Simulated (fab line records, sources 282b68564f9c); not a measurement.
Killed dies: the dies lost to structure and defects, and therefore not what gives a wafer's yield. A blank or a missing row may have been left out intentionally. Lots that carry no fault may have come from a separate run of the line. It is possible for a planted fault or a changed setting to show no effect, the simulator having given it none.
Comparing a struck lot with a sound one / flow rit-cmos / 16 out of 202 route steps
Sound: these wafers, L801.3, L801.5, L801.6. Wafers L814.1, L814.3, L814.6 were the ones struck. The cause comes at the end.
Each step with rows lists, per side, the tool, then ch with its chambers, then its first start. Under that, the readings that differ: sound wafers / struck wafers / difference of the means / sigmas: that difference in standard deviations of wafers without a fault.
alike: readings whose means differ by less than 2 such deviations, and words and numbers that are the same on both sides. not compared: withheld readings, readings that some wafer has no value for, bounds like >300 that may hide the same value, and numbers for which the record gives no deviation and whose values overlap.
A row with sigmas, a row that says differs or no value, or rows on one side alone: a step with any of these is where the two part. When numbers do not overlap yet have no deviation, they are printed without sigmas and do not part them. A reading that every wafer of one side lacks parts them only if that side has two wafers or more.

RIT_ACTIVE_BOW_MEAS_00:
  struck on film-metro-03, day 4 08:00; sound on film-metro-03, day 1 15:02
reading=INCOMING_BOW (um); sound=3 9 10; struck=-6 1 -10; difference=-12; sigmas=-2
then, 1 step without rows for these wafers: RIT_ACTIVE_OXIDATION_01 (target thk 46.8 nm, ox time 3360 s).
RIT_ACTIVE_THK_MEAS_02:
  struck on film-metro-03, day 4 10:03; sound on film-metro-04, day 1 17:04
  alike: ACTIVE_OXIDE_THK
then, 1 step without rows for these wafers: RIT_ACTIVE_CVD_03 (deposits Si3N4 from SiH2Cl2/NH3, target thk 150 nm, time 1500 s).
RIT_ACTIVE_THK_MEAS_04:
  struck on film-metro-01, day 4 11:32; sound on film-metro-01, day 1 18:33
  alike: ACTIVE_NITRIDE_THK
then, 1 step without rows for these wafers: RIT_ACTIVE_HMDS_05 (prime time 60 s).
RIT_ACTIVE_COAT_06: resist thk 1000 nm.
  sound on litho-track-01 ch 0, day 1 18:52; struck on litho-track-01 ch 0, day 4 11:44
reading=model.NOVOLAK_of_ACTIVE_COAT_06.thk-nm (nm); sound=999.7 1002 1005; struck=939 934.6 938.3; difference=-65; sigmas=
  alike: spin-speed-rpm
then, 4 steps without rows for these wafers: RIT_ACTIVE_SOFTBAKE_07 (time 60 s); RIT_ACTIVE_EXPOSE_08 (exposes mask M1, target cd 1400 nm); RIT_ACTIVE_PEB_09; RIT_ACTIVE_DEVELOP_10 (develop time 50 s).
RIT_ACTIVE_CD_MEAS_11: the cd target is 1400 nm.
  struck on cd-sem-02, day 4 12:34; sound on cd-sem-02, day 1 19:47
reading=cd-nm (nm); sound=1399.1 1401.6 1399.4; struck=1393.5 1391.9 1393.0; difference=-7.2; sigmas=-3
then, 1 step without rows for these wafers: RIT_ACTIVE_HARDBAKE_12 (time 60 s).
RIT_ACTIVE_ETCH_13: etches Si3N4 in SF6, stops on SiO2, time 210 s, target depth 210 nm.
  sound on rie-diel-04 ch 1,2,3, day 1 20:01; struck on rie-diel-04 ch 2,3, day 4 12:50
reading=model.NOVOLAK_of_ACTIVE_COAT_06.thk-nm (nm); sound=651.4 661.3 664.6; struck=608.9 595.6 598.8; difference=-58.0; sigmas=
  alike: chamber-pressure-mTorr, drypump-motor-current-A, oes-product-au, rf-fwd-power-W, throttle-valve-pct
  not compared: rf-hours-counter-h
RIT_ACTIVE_STRIP_14: strips in O2, time 180 s.
  sound on plasma-asher-01 ch 0,1, day 1 20:13; struck on plasma-asher-03 ch 0, day 4 12:58
  alike: chamber-pressure-mTorr, drypump-motor-current-A, o2-flow-sccm
  not compared: rf-hours-counter-h
RIT_M1_PROBE_99:
  rows exist in the record for the struck wafers here (prober-01, day 6 09:23), but not for the sound ones

## WHERE THEY PART
At RIT_ACTIVE_BOW_MEAS_00 first; at RIT_M1_PROBE_99 last (within this record only).

WHY: what had been put in by the simulator
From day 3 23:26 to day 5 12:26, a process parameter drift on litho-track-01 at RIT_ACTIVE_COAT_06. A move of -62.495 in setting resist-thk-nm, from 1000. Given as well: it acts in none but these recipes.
